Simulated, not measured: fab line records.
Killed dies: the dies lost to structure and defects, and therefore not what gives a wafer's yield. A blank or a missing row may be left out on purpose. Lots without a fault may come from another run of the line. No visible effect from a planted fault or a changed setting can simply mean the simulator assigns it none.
Split-lot experiment || flow berkeleyCmos170 || route with 331 steps; 5 lots, 23 wafers read

THE SPLIT ITSELF
At UCB170_NVT_IMPLANT_07, the setting doseCm2 was moved away from the recipe's 3e+12 on 8 of the 23 wafers read, by -2.9% to +6.7%. All remaining wafers had this setting at the recipe value.

FROM THE SPLIT TO THE READING: what the file shows between them, 1 step
- UCB170_NVT_STRIP_08: strips in O2

THE READING
NVT_TW, at UCB170_NVT_TW_MEAS_09. Typical for fault-free wafers on this fab line: 523, with standard deviation 3.7.

{"wafer": "L075.1", "tool, chamber at the split": "implanter-01, 0", "doseCm2 as run": 3e+12, "against the recipe": "recipe", "NVT_TW": 528, "against lot-mates on the recipe": "-"}
{"wafer": "L075.3", "tool, chamber at the split": "implanter-01, 0", "doseCm2 as run": 3e+12, "against the recipe": "recipe", "NVT_TW": 525, "against lot-mates on the recipe": "-"}
{"wafer": "L075.5", "tool, chamber at the split": "implanter-01, 0", "doseCm2 as run": 3e+12, "against the recipe": "recipe", "NVT_TW": 526, "against lot-mates on the recipe": "-"}
{"wafer": "L076.2", "tool, chamber at the split": "implanter-02, 0", "doseCm2 as run": 3e+12, "against the recipe": "recipe", "NVT_TW": 518, "against lot-mates on the recipe": "-"}
{"wafer": "L076.3", "tool, chamber at the split": "implanter-02, 0", "doseCm2 as run": 3.2e+12, "against the recipe": "+6.7%", "NVT_TW": 528, "against lot-mates on the recipe": "+10"}
{"wafer": "L076.4", "tool, chamber at the split": "implanter-02, 0", "doseCm2 as run": 3.2e+12, "against the recipe": "+6.7%", "NVT_TW": 528, "against lot-mates on the recipe": "+10"}
{"wafer": "L076.5", "tool, chamber at the split": "implanter-02, 0", "doseCm2 as run": 3.2e+12, "against the recipe": "+6.7%", "NVT_TW": 527, "against lot-mates on the recipe": "+9"}
{"wafer": "L076.6", "tool, chamber at the split": "implanter-02, 0", "doseCm2 as run": 3e+12, "against the recipe": "recipe", "NVT_TW": 518, "against lot-mates on the recipe": "-"}
{"wafer": "L078.1", "tool, chamber at the split": "implanter-01, 0", "doseCm2 as run": 2.92e+12, "against the recipe": "-2.7%", "NVT_TW": 524, "against lot-mates on the recipe": -2}
{"wafer": "L078.2", "tool, chamber at the split": "implanter-01, 0", "doseCm2 as run": 2.92e+12, "against the recipe": "-2.7%", "NVT_TW": 522, "against lot-mates on the recipe": -4}
{"wafer": "L078.4", "tool, chamber at the split": "implanter-01, 0", "doseCm2 as run": 3e+12, "against the recipe": "recipe", "NVT_TW": 526, "against lot-mates on the recipe": "-"}
{"wafer": "L078.5", "tool, chamber at the split": "implanter-01, 0", "doseCm2 as run": 3e+12, "against the recipe": "recipe", "NVT_TW": 526, "against lot-mates on the recipe": "-"}
{"wafer": "L078.6", "tool, chamber at the split": "implanter-01, 0", "doseCm2 as run": 2.92e+12, "against the recipe": "-2.7%", "NVT_TW": 518, "against lot-mates on the recipe": -8}
{"wafer": "L080.1", "tool, chamber at the split": "implanter-03, 0", "doseCm2 as run": 3e+12, "against the recipe": "recipe", "NVT_TW": 526, "against lot-mates on the recipe": "-"}
{"wafer": "L080.2", "tool, chamber at the split": "implanter-03, 0", "doseCm2 as run": 3e+12, "against the recipe": "recipe", "NVT_TW": 524, "against lot-mates on the recipe": "-"}
{"wafer": "L080.3", "tool, chamber at the split": "implanter-03, 0", "doseCm2 as run": 3e+12, "against the recipe": "recipe", "NVT_TW": 525, "against lot-mates on the recipe": "-"}
{"wafer": "L080.4", "tool, chamber at the split": "implanter-03, 0", "doseCm2 as run": 3e+12, "against the recipe": "recipe", "NVT_TW": 526, "against lot-mates on the recipe": "-"}
{"wafer": "L080.5", "tool, chamber at the split": "implanter-03, 0", "doseCm2 as run": 3e+12, "against the recipe": "recipe", "NVT_TW": 524, "against lot-mates on the recipe": "-"}
{"wafer": "L084.1", "tool, chamber at the split": "implanter-03, 0", "doseCm2 as run": 2.912e+12, "against the recipe": "-2.9%", "NVT_TW": 513, "against lot-mates on the recipe": -6}
{"wafer": "L084.2", "tool, chamber at the split": "implanter-03, 0", "doseCm2 as run": 3e+12, "against the recipe": "recipe", "NVT_TW": 518, "against lot-mates on the recipe": "-"}
{"wafer": "L084.3", "tool, chamber at the split": "implanter-03, 0", "doseCm2 as run": 2.912e+12, "against the recipe": "-2.9%", "NVT_TW": 512, "against lot-mates on the recipe": -7}
{"wafer": "L084.5", "tool, chamber at the split": "implanter-03, 0", "doseCm2 as run": 3e+12, "against the recipe": "recipe", "NVT_TW": 520, "against lot-mates on the recipe": "-"}
{"wafer": "L084.6", "tool, chamber at the split": "implanter-03, 0", "doseCm2 as run": 3e+12, "against the recipe": "recipe", "NVT_TW": 518, "against lot-mates on the recipe": "-"}

THE FIT
A straight line over all 23 wafers: NVT_TW changes by +1 for each +1% of doseCm2; r = +0.59; the points scatter about the line by 4.
The same after taking each lot's own level away (the mean of its wafers on the recipe; 23 wafers): +1.56 for each +1%; r = +0.96; scatter 1.3.
On that fit, the largest move of doseCm2 shifts the reading by 10.
From 518.0 to 526.3: that is the span of the lots' own levels, equal to 2.3 times the standard deviation above.
So the lot-to-lot level blurs the effect unless lot-mates are compared.
Check: +10.2 against its lot-mates is what the line predicts for one of the wafers moved furthest among these (+6.7%) when that wafer is left out of the fit. It came out at +10 against them.

FURTHER SPLITS ON THESE WAFERS
Other splits were also applied to these wafers ahead of the reading. Each is held against what the fit with the lots' levels taken away leaves over:
{"other split on the same wafers": "UCB170_START_OXIDATION_02 oxTimeS", "wafers away from the commonest value": 15, "r with NVT_TW (lot level and that fit taken away)": -0.02}
{"other split on the same wafers": "UCB170_PWELL_CVD_05 tempC", "wafers away from the commonest value": 18, "r with NVT_TW (lot level and that fit taken away)": -0.10}
{"other split on the same wafers": "UCB170_WELLDRIVE_OXIDATION_01 oxTimeS", "wafers away from the commonest value": 18, "r with NVT_TW (lot level and that fit taken away)": "+0.14"}
{"other split on the same wafers": "UCB170_SCREENOX_OXIDATION_01 oxTimeS", "wafers away from the commonest value": 10, "r with NVT_TW (lot level and that fit taken away)": -0.15}

THE FILE'S OWN FIT
NVT_TW changes by +1.6 for each +1% of doseCm2, r = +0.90.
